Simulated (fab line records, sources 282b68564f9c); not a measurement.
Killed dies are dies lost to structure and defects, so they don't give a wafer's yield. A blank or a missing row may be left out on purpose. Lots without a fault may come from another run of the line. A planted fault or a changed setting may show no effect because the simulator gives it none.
Which tool did it? | flow rit_cmos | 14 lots, 42 wafers sampled, at 4 steps of a route of 202

WHAT THE GAUGES READ, wafer by wafer
RIT_PWELL_OVL_MEAS_06. Usual: PWELL_OVL -0.4 nm, standard deviation 1.3.
lot  | measured    | on         | PWELL_OVL (nm) | flag
L129 | day 1 22:47 | overlay-01 | 0.0 0.2 -1.9   |
L130 | day 2 04:49 | overlay-02 | 3.4 1.6 2.8    |
L131 | day 2 10:34 | overlay-02 | -1.4 -1.4 -2.2 |
L132 | day 2 17:07 | overlay-02 | -0.2 -0.9 0.5  |
L133 | day 3 02:29 | overlay-01 | -0.4 -1.7 -1.8 |
L134 | day 3 06:34 | overlay-01 | -0.8 -0.7 0.1  |
L135 | day 3 10:05 | overlay-02 | -0.9 0.1 1.5   |
L141 | day 4 15:47 | overlay-02 | -1.3 0.3 1.1   |
L142 | day 4 20:59 | overlay-02 | 1.9 1.3 0.7    |
L146 | day 5 11:34 | overlay-01 | -1.5 -0.2 -2.0 |
L147 | day 5 19:50 | overlay-02 | -0.3 -0.9 -0.8 |
L149 | day 6 04:13 | overlay-02 | -1.6 -0.1 0.2  |
L150 | day 6 11:01 | overlay-02 | 0.0 -1.0 -0.7  |
L152 | day 6 18:54 | overlay-02 | 1.3 0.7 2.3    |

RIT_M1_OVL_MEAS_10. Usual: M1_OVL -0.8 nm, standard deviation 1.6.
lot  | measured    | on         | M1_OVL (nm)    | flag
L129 | day 3 16:52 | overlay-01 | -0.8 -0.1 -2.6 |
L130 | day 3 21:14 | overlay-01 | 0.6 0.4 0.0    |
L131 | day 4 01:31 | overlay-01 | -1.1 -2.5 -1.6 |
L132 | day 4 06:33 | overlay-02 | -0.7 -0.2 0.5  |
L133 | day 4 14:07 | overlay-01 | -4.1 -2.8 -4.2 |
L134 | day 4 18:46 | overlay-01 | 1.0 1.7 1.4    |
L135 | day 4 22:53 | overlay-01 | 0.4 0.1 1.4    |
L141 | day 6 01:38 | overlay-02 | -2.1 -2.5 -2.7 |
L142 | day 6 04:58 | overlay-01 | -1.4 -0.3 0.4  |
L146 | day 6 20:57 | overlay-02 | 0.8 -0.1 1.0   |
L147 | day 7 12:38 | overlay-01 | -3.6 -2.9 -4.2 |
L149 | day 8 09:16 | overlay-02 | -1.1 0.2 0.2   |
L150 | day 8 10:10 | overlay-02 | -2.0 -2.3 -1.7 |
L152 | day 8 17:07 | overlay-02 | 0.3 1.5 -0.4   |

WHICH TOOL RAN EACH LOT (tool, then ch and the chambers of the sampled wafers, then the start)
lot  | RIT_NSD_IMPLANT_08             | RIT_PSD_STRIP_09
L129 | implanter-03 ch 0, day 3 09:49 | plasma_asher-03 ch 1, day 3 11:22
L130 | implanter-02 ch 0, day 3 13:59 | plasma_asher-03 ch 0,1, day 3 15:41
L131 | implanter-04 ch 0, day 3 18:13 | plasma_asher-04 ch 0,1, day 3 20:02
L132 | implanter-02 ch 0, day 3 23:19 | plasma_asher-04 ch 0,1, day 4 01:04
L133 | implanter-04 ch 0, day 4 06:53 | plasma_asher-04 ch 0,1, day 4 08:35
L134 | implanter-04 ch 0, day 4 11:10 | plasma_asher-04 ch 0,1, day 4 12:50
L135 | implanter-04 ch 0, day 4 15:33 | plasma_asher-04 ch 0, day 4 17:14
L141 | implanter-02 ch 0, day 5 18:31 | plasma_asher-03 ch 0,1, day 5 20:13
L142 | implanter-02 ch 0, day 5 21:39 | plasma_asher-04 ch 0,1, day 5 23:18
L146 | implanter-04 ch 0, day 6 13:47 | plasma_asher-03 ch 0,1, day 6 15:30
L147 | implanter-03 ch 0, day 7 05:26 | plasma_asher-04 ch 0,1, day 7 07:00
L149 | implanter-03 ch 0, day 8 01:49 | plasma_asher-03 ch 1, day 8 03:27
L150 | implanter-04 ch 0, day 8 02:20 | plasma_asher-02 ch 1, day 8 03:56
L152 | implanter-03 ch 0, day 8 09:24 | plasma_asher-04 ch 0,1, day 8 11:06
- RIT_NSD_IMPLANT_08
- RIT_PSD_STRIP_09: strips in O2, time 180 s.

WHAT THE TOOLS THEMSELVES READ (means of the sampled wafers that have a number; where no wafer has one, the mark that the record gives instead)
RIT_NSD_IMPLANT_08. Usual: beam_energy_keV 25.002, standard deviation 0.0072.
lot  | tool         | beam_energy_keV | flag
L129 | implanter-03 | 25.001          |
L130 | implanter-02 | 25.005          |
L131 | implanter-04 | 24.999          |
L132 | implanter-02 | 25.012          |
L133 | implanter-04 | 24.999          |
L134 | implanter-04 | 25.010          |
L135 | implanter-04 | 24.999          |
L141 | implanter-02 | 24.095          | OFF
L142 | implanter-02 | 24.100          | OFF
L146 | implanter-04 | 25.007          |
L147 | implanter-03 | 25.005          |
L149 | implanter-03 | 24.999          |
L150 | implanter-04 | 25.002          |
L152 | implanter-03 | 24.998          |

RIT_PSD_STRIP_09. Usual: drypump_motor_current_A 6.0 A, standard deviation 0.42; o2_flow_sccm 3999 sccm, standard deviation 12.
lot  | tool            | drypump_motor_current_A (A) | o2_flow_sccm (sccm) | flag
L129 | plasma_asher-03 | 6.4                         | 4004                |
L130 | plasma_asher-03 | 5.9                         | 3988                |
L131 | plasma_asher-04 | 6.1                         | 4003                |
L132 | plasma_asher-04 | 6.1                         | 3982                |
L133 | plasma_asher-04 | 6.2                         | 4008                |
L134 | plasma_asher-04 | 6.2                         | 3998                |
L135 | plasma_asher-04 | 6.2                         | 4006                |
L141 | plasma_asher-03 | 5.9                         | 3991                |
L142 | plasma_asher-04 | 6.2                         | 4004                |
L146 | plasma_asher-03 | 6.1                         | 4015                |
L147 | plasma_asher-04 | 6.2                         | 3989                |
L149 | plasma_asher-03 | 6.4                         | 4004                |
L150 | plasma_asher-02 | 4.9                         | 4008                |
L152 | plasma_asher-04 | 6.1                         | 3997                |

THE ANSWER, worked out from the rows above alone
Rule: a lot is off if the mean of its wafers that have a number lies more than 3 standard deviations from the usual mean. A lot without any number at a reading at which 4 lots or more have one is off too. The other lots that the step has rows for count as sound. The gauges are gone through in route order, then the tools' own readings, and for those a lot's mean is taken as printed above. The first step at which some lot is off is used, and at that step the reading that is off furthest; a lot without a number counts as furthest.
Off: L141, L142, at RIT_NSD_IMPLANT_08 (beam_energy_keV).
A tool fits if, at that step or a process step before it, it ran every lot that is off, and no sound lot after the first of them. One fits: implanter-02 at RIT_NSD_IMPLANT_08. Its last sound lot is L132 (day 3 23:19), its first lot that is off L141 (day 5 18:31): a fault that began between those two fits.
The tool's own readings at RIT_NSD_IMPLANT_08 bear it out: on the lots that are off they differ by more than 5 times the standard deviation of the sound lots' means. beam_energy_keV reads 24.098 there against 25.003 on the sound lots.

WHAT THE SIMULATOR HAD PUT IN
Process parameter drift: implanter-02, from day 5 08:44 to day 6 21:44, at RIT_NSD_IMPLANT_08. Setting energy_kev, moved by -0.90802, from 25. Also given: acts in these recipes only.
Lots struck among those shown: L141, L142. The rule above found the same.
